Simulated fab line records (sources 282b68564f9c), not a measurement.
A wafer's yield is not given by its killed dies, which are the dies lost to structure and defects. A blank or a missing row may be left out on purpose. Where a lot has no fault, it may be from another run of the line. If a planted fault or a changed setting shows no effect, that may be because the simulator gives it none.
fab line records	flow rit_cmos
[record] lots = 15	wafers = 45	last_day = 7
route steps=202 shown WELLDRIVE@50 GATE@96 NLDD@112 NSD@140 M1@202
lots that met no fault: taken from a fault-free run of the same line
start_h: hours from the record's first day to the start of the lot's first wafer shown	wait_h: hours elapsed since this lot's preceding step	" as in the row above	L1.1+2: one row covering several wafers at once	- no value, or no start given	* or withheld: withheld	< > ~ a bound
route shown NAME@n: names a module that has steps shown in the file, with the first one's number in the route	usual: the fault-free wafers' mean and standard deviation	same: alike in all rows	chamber/n: place in a boat	sites: per-site readings	_std_site: the standard deviation of these	_edge_site: the outer-site mean with the inner-site mean subtracted	radius_mm: how far each site lies from the wafer's centre	mask NAME#n: copy n	behind: the tool/chamber that last shaped the wafer	hold: why the lot went on hold/how many hours it stayed there/how the hold came to an end	device: the transistor (n, p or np) that didn't switch	end of line: the tests these same wafers got at the end of their route	step lacking rows: just its recipe	killed: count of dies lost to structure and defects at first sort (not the wafer's yield)	map: dies across one wafer; x = killed, . = not, _ = none there
set.NAME: the setting the step ran with; set.NAME@STEP: the setting that earlier step ran with	model.NAME: the simulator's own value behind a step, which no gauge read
the route's steps for a sample of lots (tables are steps, rows are wafers)
services: from which hour (start_h, from the record's first day; less than 0 if before it) a tool's chamber was out of use, for how many hours, and why
[[steps]]
[step RIT_WELLDRIVE_ANNEAL_00]
[recipe] temp_c = 1100	time_s = 14700	ambient = N2
[usual] spike_tc_centre_C = 1103.1/1	spike_tc_load_C = 1127.6/2.6	tube_center_temp_C_max = 1102.9/0.54
lot.wafer	tool	chamber	start_h	wait_h	spike_tc_centre_C	spike_tc_load_C	tube_center_temp_C_max
L700.2	furnace-01	0	31.71	0.0	1101.2	1127.6	1102.9
L700.4	"	0	"	"	1103.0	1129.2	1103.0
L700.6	"	0	"	"	1101.1	1127.6	1103.1
L701.1	furnace-03	0	33.72	0.7	1102.8	1125.9	1102.4
L701.2	"	0	"	"	1101.3	1126.6	1103.3
L701.3	"	0	"	"	1104.2	1124.3	1102.2
L702.2	furnace-01	0	36.79	1.5	1103.8	1130.5	1103.0
L702.4	"	0	"	"	1102.0	1128.5	1103.2
L702.5	"	0	"	"	1102.9	1129.5	1103.1
L706.2	furnace-04	0	54.69	1.4	1102.3	1130.6	1102.7
L706.3	"	0	"	"	1104.8	1130.6	1102.5
L706.6	"	0	"	"	1101.4	1130.3	1102.0
L708.3	furnace-01	0	62.99	0.0	1102.6	1128.1	1103.0
L708.5	"	0	"	"	1102.7	1128.0	1102.4
L708.6	"	0	"	"	1102.9	1128.9	1102.8
L710.3	furnace-04	0	73.13	0.2	1103.2	1130.9	1102.2
L710.4	"	0	"	"	1104.2	1131.0	1102.8
L710.5	"	0	"	"	1102.4	1131.3	1102.7
L711.2	furnace-01	0	78.64	0.0	1103.0	1129.7	1102.8
L711.4	"	0	"	"	1101.9	1128.3	1102.0
L711.6	"	0	"	"	1103.0	1128.1	1102.3
L712.1	furnace-01	0	83.73	1.1	1103.0	1129.0	1103.1
L712.4	"	0	"	"	1105.3	1129.2	1102.3
L712.6	"	0	"	"	1101.3	1128.9	1102.7
L713.2	furnace-04	0	87.43	0.0	1104.2	1130.6	1102.5
L713.3	"	0	"	"	1103.2	1132.2	1103.0
L713.6	"	0	"	"	1104.5	1131.0	1102.4
L716.3	furnace-03	0	102.61	0.1	1103.5	1123.2	1102.3
L716.4	"	0	"	"	1103.9	1125.6	1102.0
L716.6	"	0	"	"	1102.8	1125.6	1102.7
L717.3	furnace-03	0	107.73	0.0	1103.5	1125.1	1103.1
L717.5	"	0	"	"	1103.4	1127.3	1102.3
L717.6	"	0	"	"	1103.6	1126.2	1102.9
L717.3	furnace-01	0	113.37	0.5	1103.2	1128.8	1102.4
L717.5	"	0	"	"	1103.3	1127.0	1102.3
L717.6	"	0	"	"	1103.6	1128.0	1102.5
L718.1	furnace-03	0	112.82	0.1	1102.9	1125.3	1102.1
L718.3	"	0	"	"	1102.1	1126.0	1102.2
L718.4	"	0	"	"	1102.7	1124.9	1104.3
L719.1	furnace-03	0	117.90	0.2	1104.3	1123.9	1102.6
L719.2	"	0	"	"	1102.3	1124.6	1103.0
L719.3	"	0	"	"	1104.5	1123.7	1102.6
L719.1	furnace-01	0	123.33	0.3	1102.7	1129.5	1102.8
L719.2	"	0	"	"	1103.5	1129.3	1102.6
L719.3	"	0	"	"	1102.7	1129.5	1103.8
L722.1	furnace-03	0	133.15	0.4	1103.2	1125.2	1102.7
L722.3	"	0	"	"	1104.4	1124.9	1102.3
L722.5	"	0	"	"	1104.3	1125.1	1102.9
L722.1	furnace-01	0	138.63	0.4	1102.7	1128.6	1102.5
L722.3	"	0	"	"	1102.3	1128.8	1103.6
L722.5	"	0	"	"	1103.6	1128.9	1102.8
L723.1	furnace-03	0	138.23	0.8	1105.4	1124.9	1102.4
L723.2	"	0	"	"	1102.1	1125.6	1103.9
L723.4	"	0	"	"	1102.2	1127.8	1102.3
[step RIT_GATE_STRIP_20]
[recipe] chemistry = O2	time_s = 180	resist = NOVOLAK	platen_temp_c = withheld	power_w = 500	pressure_mtorr = 4000	o2_flow_sccm = 4000
[usual] drypump_motor_current_A = 5.8/0.37
lot.wafer	tool	chamber	start_h	wait_h	drypump_motor_current_A	rf_hours_counter_h
L700.2	plasma_asher-03	1	46.33	0.1	5.7	24
L700.4	"	1	"	"	5.7	-
L700.6	"	1	"	"	5.7	-
L701.1	plasma_asher-03	0	47.52	0.1	5.7	25
L701.2	"	1	"	"	5.6	25
L701.3	"	1	"	"	5.7	-
L702.2	plasma_asher-04	1	52.34	0.1	6.2	41
L702.4	"	1	"	"	6.1	-
L702.5	"	1	"	"	6.1	-
L706.2	plasma_asher-04	1	68.03	0.1	6.1	43
L706.3	"	1	"	"	6.2	-
L706.6	"	1	"	"	6.1	-
L708.3	plasma_asher-03	1	77.57	0.1	5.7	-
L708.5	"	0	"	"	5.7	-
L708.6	"	1	"	"	5.7	-
L710.3	plasma_asher-03	0	86.99	0.1	5.7	-
L710.4	"	1	"	"	5.7	-
L710.5	"	1	"	"	5.6	-
L711.2	plasma_asher-03	0	92.78	0.1	5.7	30
L711.4	"	0	"	"	5.7	-
L711.6	"	1	"	"	5.6	-
L712.1	plasma_asher-01	0	97.11	0.1	5.4	46
L712.4	"	0	"	"	5.5	-
L712.6	"	1	"	"	5.5	-
L713.2	plasma_asher-01	0	101.62	0.1	5.4	47
L713.3	"	1	"	"	5.5	-
L713.6	"	1	"	"	5.5	-
L716.3	plasma_asher-03	1	117.00	0.2	5.6	-
L716.4	"	0	"	"	5.8	-
L716.6	"	1	"	"	5.7	-
L718.1	plasma_asher-04	1	126.46	0.1	6.1	1
L718.3	"	0	"	"	6.5	-
L718.4	"	1	"	"	6.2	-
L717.3	plasma_asher-03	1	128.41	0.1	5.6	-
L717.5	"	0	"	"	5.7	-
L717.6	"	1	"	"	5.7	-
L719.1	plasma_asher-04	1	138.24	0.1	6.1	2
L719.2	"	0	"	"	6.6	2
L719.3	"	0	"	"	6.6	-
L723.1	plasma_asher-01	0	151.91	0.1	5.4	50
L723.2	"	1	"	"	5.5	50
L723.4	"	1	"	"	5.5	-
L722.1	plasma_asher-01	0	153.73	0.1	5.4	49
L722.3	"	1	"	"	5.5	-
L722.5	"	1	"	"	5.5	-
[step RIT_NLDD_STRIP_09]
[recipe] chemistry = O2	time_s = 180	resist = NOVOLAK	platen_temp_c = withheld	power_w = 500	pressure_mtorr = 4000	o2_flow_sccm = 4000
[usual] drypump_motor_current_A = 6.1/0.33
lot.wafer	tool	chamber	start_h	wait_h	drypump_motor_current_A	rf_hours_counter_h
L700.2	plasma_asher-04	0	50.85	0.1	6.5	41
L700.4	"	1	"	"	6.1	-
L700.6	"	1	"	"	6.1	-
L701.1	plasma_asher-02	1	52.00	0.1	6.3	38
L701.2	"	0	"	"	6.4	38
L701.3	"	0	"	"	6.4	-
L702.2	plasma_asher-02	0	56.95	0.1	6.4	39
L702.4	"	0	"	"	6.4	-
L702.5	"	1	"	"	6.3	-
L706.2	plasma_asher-03	1	72.61	0.1	5.7	28
L706.3	"	1	"	"	5.7	-
L706.6	"	0	"	"	5.7	-
L708.3	plasma_asher-04	0	82.20	0.1	6.6	-
L708.5	"	1	"	"	6.1	-
L708.6	"	0	"	"	6.6	-
L710.3	plasma_asher-03	1	91.76	0.1	5.6	-
L710.4	"	0	"	"	5.7	-
L710.5	"	0	"	"	5.8	-
L711.2	plasma_asher-03	1	97.31	0.1	5.7	30
L711.4	"	1	"	"	5.6	-
L711.6	"	0	"	"	5.7	-
L712.1	plasma_asher-03	1	101.67	0.1	5.7	31
L712.4	"	1	"	"	5.7	-
L712.6	"	0	"	"	5.7	-
L713.2	plasma_asher-02	1	106.08	0.1	6.3	45
L713.3	"	1	"	"	6.3	-
L713.6	"	1	"	"	6.3	-
L716.3	plasma_asher-04	0	122.12	0.1	6.6	-
L716.4	"	1	"	"	6.2	-
L716.6	"	1	"	"	6.2	-
L718.1	plasma_asher-02	1	131.88	0.1	6.3	48
L718.3	"	0	"	"	6.4	-
L718.4	"	1	"	"	6.3	-
L717.3	plasma_asher-02	0	133.05	0.1	6.4	-
L717.5	"	0	"	"	6.4	-
L717.6	"	1	"	"	6.3	-
L719.1	plasma_asher-03	0	143.71	0.1	5.7	36
L719.2	"	1	"	"	5.7	36
L719.3	"	0	"	"	5.7	-
L723.1	plasma_asher-02	0	156.99	0.1	6.4	51
L723.2	"	1	"	"	6.3	51
L723.4	"	1	"	"	6.3	-
L722.1	plasma_asher-03	1	159.06	0.1	5.6	38
L722.3	"	0	"	"	5.7	-
L722.5	"	0	"	"	5.7	-
[step RIT_NSD_STRIP_09]
[recipe] chemistry = O2	time_s = 180	resist = NOVOLAK	platen_temp_c = withheld	power_w = 500	pressure_mtorr = 4000	o2_flow_sccm = 4000
[usual] drypump_motor_current_A = 5.8/0.31
lot.wafer	tool	chamber	start_h	wait_h	drypump_motor_current_A	rf_hours_counter_h
L700.2	plasma_asher-03	0	56.45	0.1	5.7	26
L700.4	"	1	"	"	5.7	-
L700.6	"	1	"	"	5.7	-
L701.1	plasma_asher-01	0	57.55	0.1	5.4	42
L701.2	"	1	"	"	5.5	42
L701.3	"	0	"	"	5.4	-
L702.2	plasma_asher-03	0	62.54	0.1	5.7	26
L702.4	"	1	"	"	5.7	-
L702.5	"	1	"	"	5.7	-
L706.2	plasma_asher-02	1	78.07	0.1	6.3	41
L706.3	"	1	"	"	6.3	-
L706.6	"	1	"	"	6.3	-
L708.3	plasma_asher-03	1	87.79	0.1	5.7	-
L708.5	"	1	"	"	5.6	-
L708.6	"	0	"	"	5.8	-
L710.3	plasma_asher-02	0	97.21	0.1	6.4	-
L710.4	"	1	"	"	6.3	-
L710.5	"	1	"	"	6.3	-
L711.2	plasma_asher-01	0	102.77	0.1	5.5	47
L711.4	"	0	"	"	5.5	-
L711.6	"	1	"	"	5.5	-
L712.1	plasma_asher-03	1	107.13	0.1	5.7	31
L712.4	"	0	"	"	5.7	-
L712.6	"	1	"	"	5.7	-
L713.2	plasma_asher-03	1	112.08	0.1	5.7	32
L713.3	"	1	"	"	5.7	-
L713.6	"	1	"	"	5.7	-
L716.3	plasma_asher-01	0	127.47	0.1	5.4	-
L716.4	"	1	"	"	5.5	-
L716.6	"	0	"	"	5.5	-
L718.1	plasma_asher-03	0	137.41	0.1	5.7	36
L718.3	"	1	"	"	5.6	-
L718.4	"	0	"	"	5.7	-
L717.3	plasma_asher-03	1	139.72	0.1	5.6	-
L717.5	"	0	"	"	5.7	-
L717.6	"	1	"	"	5.7	-
L719.1	plasma_asher-01	0	149.34	0.1	5.4	49
L719.2	"	1	"	"	5.5	49
L719.3	"	1	"	"	5.5	-
L723.1	plasma_asher-01	1	162.68	0.1	5.5	51
L723.2	"	0	"	"	5.4	51
L723.4	"	0	"	"	5.4	-
L722.1	plasma_asher-03	1	165.14	0.1	5.7	38
L722.3	"	1	"	"	5.6	-
L722.5	"	0	"	"	5.7	-
[step RIT_M1_PROBE_99]
[usual] killed_at_contacts = 0.0/0.22	killed_at_front_end = 7/3.2	killed_dies = 7/3.2	killed_open = 3.2/2.1	killed_short = 3.5/2.2
[same] gross_dies = 264	killed_at_M0_to_M3 = 0	killed_at_M4_up = 0	killed_at_back_side = 0	killed_at_other = 0
lot.wafer	tool	chamber	start_h	wait_h	killed_at_contacts	killed_at_front_end	killed_dies	killed_open	killed_short
L700.2	prober-02	-	66.19	0.1	0	12	12	10	2
L700.4	prober-02	-	66.29	0.2	0	8	8	4	4
L700.6	prober-02	-	66.39	0.2	0	10	10	4	6
L701.1	prober-01	-	68.67	0.1	0	10	10	8	2
L701.2	prober-01	-	68.72	0.1	0	0	0	0	0
L701.3	prober-01	-	68.77	0.2	0	5	5	4	1
L702.2	prober-02	-	72.37	0.1	0	7	7	3	4
L702.4	prober-02	-	72.47	0.2	0	4	4	2	2
L702.5	prober-02	-	72.52	0.2	0	7	7	1	6
L706.2	prober-02	-	87.74	0.1	0	7	7	3	4
L706.3	prober-02	-	87.79	0.2	0	4	4	1	3
L706.6	prober-02	-	87.94	0.2	0	7	7	3	4
L708.3	prober-02	-	97.72	0.2	0	6	6	5	1
L708.5	prober-02	-	97.82	0.2	0	5	5	4	1
L708.6	prober-02	-	97.87	0.2	0	7	7	4	3
L710.3	prober-02	-	106.88	0.2	0	4	4	3	1
L710.4	prober-02	-	106.93	0.2	0	7	7	3	4
L710.5	prober-02	-	106.98	0.2	0	8	8	3	5
L711.2	prober-01	-	113.52	0.1	0	9	9	4	5
L711.4	prober-01	-	113.62	0.2	1	10	11	7	4
L711.6	prober-01	-	113.72	0.2	0	13	13	4	9
L712.1	prober-02	-	117.52	0.1	0	5	5	2	3
L712.4	prober-02	-	117.67	0.2	0	4	4	3	1
L712.6	prober-02	-	117.77	0.2	0	5	5	2	3
L713.2	prober-01	-	121.62	0.1	0	5	5	4	1
L713.3	prober-01	-	121.67	0.2	0	6	6	2	4
L713.6	prober-01	-	121.82	0.2	0	10	10	4	6
L716.3	prober-02	-	137.13	0.2	0	3	3	2	1
L716.4	prober-02	-	137.18	0.2	0	6	6	1	4
L716.6	prober-02	-	137.28	0.2	0	9	9	4	5
L718.1	prober-02	-	146.73	0.1	0	2	2	0	2
L718.3	prober-02	-	146.83	0.2	1	2	3	1	2
L718.4	prober-02	-	146.88	0.2	0	6	6	2	4
L717.3	prober-01	-	149.55	0.2	0	5	5	4	1
L717.5	prober-01	-	149.65	0.2	1	7	8	4	4
L717.6	prober-01	-	149.70	0.2	0	10	10	1	9
L719.1	prober-01	-	159.97	0.1	0	9	9	5	4
L719.2	prober-01	-	160.02	0.1	0	8	8	4	4
L719.3	prober-01	-	160.07	0.2	0	6	6	1	5
L723.1	prober-01	-	173.60	0.1	0	0	0	0	0
L723.2	prober-01	-	173.65	0.1	0	13	13	3	10
L723.4	prober-01	-	173.75	0.2	0	9	9	5	3
L722.1	prober-02	-	174.92	0.1	0	2	2	2	0
L722.3	prober-02	-	175.02	0.2	0	9	9	7	2
L722.5	prober-02	-	175.12	0.2	0	2	2	0	2
// killed by level:class
L700.2 GATE:geometric_particle:open=3 REOX:geometric_particle:open=2 SPACER:geometric_particle:open=2 SILICIDE:geometric_particle:short=2 SILICIDE:geometric_particle:open=2 FOX1:geometric_particle:open=1
L700.4 GATE:geometric_particle:short=3 GATE:geometric_particle:open=3 FOX1:geometric_particle:short=1 SPACER:geometric_particle:open=1
L700.6 GATE:geometric_particle:open=4 GATE:geometric_particle:short=4 FOX1:geometric_particle:short=1 REOX:geometric_particle:short=1
L701.1 GATE:geometric_particle:open=5 SPACER:geometric_particle:open=2 GATE:geometric_particle:short=1 SPACER:geometric_particle:short=1 SILICIDE:geometric_particle:open=1
L701.3 GATE:geometric_particle:open=2 FOX2:geometric_particle:open=1 GATE:geometric_particle:short=1 REOX:geometric_particle:open=1
L702.2 GATE:geometric_particle:open=2 GATE:geometric_particle:short=2 FOX1:geometric_particle:short=1 SILICIDE:geometric_particle:short=1 SILICIDE:geometric_particle:open=1
L702.4 FOX1:geometric_particle:open=1 GATE:geometric_particle:short=1 SPACER:geometric_particle:open=1 SILICIDE:geometric_particle:short=1
L702.5 FOX2:geometric_particle:short=3 GATE:geometric_particle:short=2 GATE:geometric_particle:open=1 SILICIDE:geometric_particle:short=1
L706.2 GATE:geometric_particle:open=2 GATE:geometric_particle:short=2 REOX:geometric_particle:short=1 SILICIDE:geometric_particle:open=1 SILICIDE:geometric_particle:short=1
L706.3 FOX1:geometric_particle:open=1 GATE:geometric_particle:short=1 REOX:geometric_particle:short=1 SILICIDE:geometric_particle:short=1
L706.6 FOX1:geometric_particle:short=1 FOX2:geometric_particle:open=1 GATE:geometric_particle:short=1 GATE:geometric_particle:open=1 REOX:geometric_particle:short=1 SPACER:geometric_particle:short=1 SILICIDE:geometric_particle:open=1
L708.3 GATE:geometric_particle:open=2 SILICIDE:geometric_particle:open=2 FOX1:geometric_particle:open=1 REOX:geometric_particle:short=1
L708.5 SPACER:geometric_particle:open=2 FOX1:geometric_particle:open=1 GATE:geometric_particle:open=1 REOX:geometric_particle:short=1
L708.6 GATE:geometric_particle:open=3 GATE:geometric_particle:short=2 FOX1:geometric_particle:open=1 REOX:geometric_particle:short=1
L710.3 FOX2:geometric_particle:open=1 GATE:geometric_particle:open=1 GATE:geometric_particle:short=1 SPACER:geometric_particle:open=1
L710.4 GATE:geometric_particle:short=2 REOX:geometric_particle:open=2 FOX1:geometric_particle:short=1 FOX2:geometric_particle:open=1 REOX:geometric_particle:short=1
L710.5 SILICIDE:geometric_particle:short=3 GATE:geometric_particle:short=1 GATE:geometric_particle:open=1 REOX:geometric_particle:short=1 SPACER:geometric_particle:open=1 SILICIDE:geometric_particle:open=1
L711.2 SPACER:geometric_particle:short=3 FOX1:geometric_particle:open=1 FOX2:geometric_particle:open=1 GATE:geometric_particle:short=1 REOX:geometric_particle:open=1 SPACER:geometric_particle:open=1 SILICIDE:geometric_particle:short=1
L711.4 REOX:geometric_particle:open=3 SPACER:geometric_particle:open=2 FOX1:geometric_particle:short=1 FOX1:geometric_particle:open=1 FOX2:geometric_particle:short=1 GATE:geometric_particle:short=1 SPACER:geometric_particle:short=1 CONTACT:geometric_particle:open=1
L711.6 FOX1:geometric_particle:short=2 REOX:geometric_particle:short=2 SPACER:geometric_particle:short=2 SILICIDE:geometric_particle:open=2 FOX2:geometric_particle:short=1 FOX2:geometric_particle:open=1 GATE:geometric_particle:short=1 SPACER:geometric_particle:open=1
L712.1 FOX1:geometric_particle:short=1 GATE:geometric_particle:open=1 REOX:geometric_particle:open=1 SPACER:geometric_particle:short=1 SILICIDE:geometric_particle:short=1
L712.4 GATE:geometric_particle:open=2 GATE:geometric_particle:short=1 SPACER:geometric_particle:open=1
L712.6 SILICIDE:geometric_particle:open=2 GATE:geometric_particle:short=1 REOX:geometric_particle:short=1 SILICIDE:geometric_particle:short=1
L713.2 FOX1:geometric_particle:open=1 FOX2:geometric_particle:open=1 REOX:geometric_particle:open=1 SPACER:geometric_particle:open=1 SPACER:geometric_particle:short=1
L713.3 FOX1:geometric_particle:short=1 FOX2:geometric_particle:short=1 GATE:geometric_particle:open=1 REOX:geometric_particle:short=1 REOX:geometric_particle:open=1 SILICIDE:geometric_particle:short=1
L713.6 GATE:geometric_particle:short=2 SPACER:geometric_particle:open=2 SILICIDE:geometric_particle:short=2 FOX1:geometric_particle:open=1 FOX1:geometric_particle:short=1 FOX2:geometric_particle:short=1 SILICIDE:geometric_particle:open=1
L716.3 SPACER:geometric_particle:open=2 SPACER:geometric_particle:short=1
L716.4 GATE:geometric_particle:short=3 GATE:geometric_particle:open=1 SPACER:geometric_particle:short=1 NSD:coat_microbubble_printed=1
L716.6 GATE:geometric_particle:open=3 GATE:geometric_particle:short=3 REOX:geometric_particle:open=1 REOX:geometric_particle:short=1 SPACER:geometric_particle:short=1
L718.1 FOX1:geometric_particle:short=1 GATE:geometric_particle:short=1
L718.3 FOX1:geometric_particle:short=1 SILICIDE:geometric_particle:short=1 CONTACT:geometric_particle:open=1
L718.4 GATE:geometric_particle:short=4 GATE:geometric_particle:open=1 SPACER:geometric_particle:open=1
L717.3 FOX1:geometric_particle:open=1 FOX2:geometric_particle:open=1 GATE:geometric_particle:open=1 REOX:geometric_particle:open=1 REOX:geometric_particle:short=1
L717.5 GATE:geometric_particle:open=2 GATE:geometric_particle:short=2 FOX2:geometric_particle:open=1 SPACER:geometric_particle:short=1 SILICIDE:geometric_particle:short=1 CONTACT:geometric_particle:open=1
L717.6 SILICIDE:geometric_particle:short=4 FOX1:geometric_particle:short=2 GATE:geometric_particle:open=1 GATE:geometric_particle:short=1 REOX:geometric_particle:short=1 SPACER:geometric_particle:short=1
L719.1 FOX1:geometric_particle:open=4 SPACER:geometric_particle:short=2 GATE:geometric_particle:open=1 GATE:geometric_particle:short=1 SILICIDE:geometric_particle:short=1
L719.2 FOX1:geometric_particle:open=2 REOX:geometric_particle:short=2 ACTIVE:geometric_particle:short=1 GATE:geometric_particle:open=1 REOX:geometric_particle:open=1 SPACER:geometric_particle:short=1
L719.3 FOX1:geometric_particle:short=2 GATE:geometric_particle:short=2 GATE:geometric_particle:open=1 SPACER:geometric_particle:short=1
L723.2 GATE:geometric_particle:short=7 GATE:geometric_particle:open=2 FOX1:geometric_particle:short=1 REOX:geometric_particle:short=1 SPACER:geometric_particle:open=1 SILICIDE:geometric_particle:short=1
L723.4 GATE:geometric_particle:open=5 GATE:geometric_particle:short=2 REOX:geometric_particle:short=1 ACTIVE:coat_microbubble_printed=1
L722.1 GATE:geometric_particle:open=1 REOX:geometric_particle:open=1
L722.3 GATE:geometric_particle:open=4 SILICIDE:geometric_particle:open=2 FOX1:geometric_particle:short=1 GATE:geometric_particle:short=1 SPACER:geometric_particle:open=1
L722.5 GATE:geometric_particle:short=1 SILICIDE:geometric_particle:short=1
[[services]]
tool	chamber	start_h	hours	kind
furnace-03	-	12.19	16.1	pm
plasma_asher-01	-	21.02	1.2	repair
furnace-03	-	28.27	2.6	pm
furnace-04	-	62.22	2.5	pm
plasma_asher-01	-	106.44	15.6	pm
plasma_asher-04	-	108.75	9.0	pm
plasma_asher-04	0	108.75	9.0	vent_cycle
plasma_asher-04	1	108.75	9.0	vent_cycle
plasma_asher-04	0	117.75	-	clean
plasma_asher-04	1	117.75	-	clean
furnace-01	-	131.83	3.2	pm
plasma_asher-01	-	131.99	10.1	repair
[[key]]
[first_sign] step = RIT_WELLDRIVE_ANNEAL_00	reading = visit	direction = added
effect none on later readings
met_at RIT_WELLDRIVE_ANNEAL_00
struck_lots L717,L719,L722
tester_left_out L717,L719,L722
not_acting_at RIT_GATE_STRIP_20,RIT_NLDD_STRIP_09,RIT_NSD_STRIP_09
[fault] kind = repeated_step_whole	tool = furnace-01,furnace-03,furnace-04	chamber = -	onset_h = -	steps = RIT_WELLDRIVE_ANNEAL_00	times = 1	scope = struck_lots_only
// tester_left_out: of these lots the tester's yield and bins aren't shown, on N5 and GAA mostly nor the transistor test; their killed dies are dies lost to structure and defects alone, not to doping, threshold or leakage, so they don't give the yield
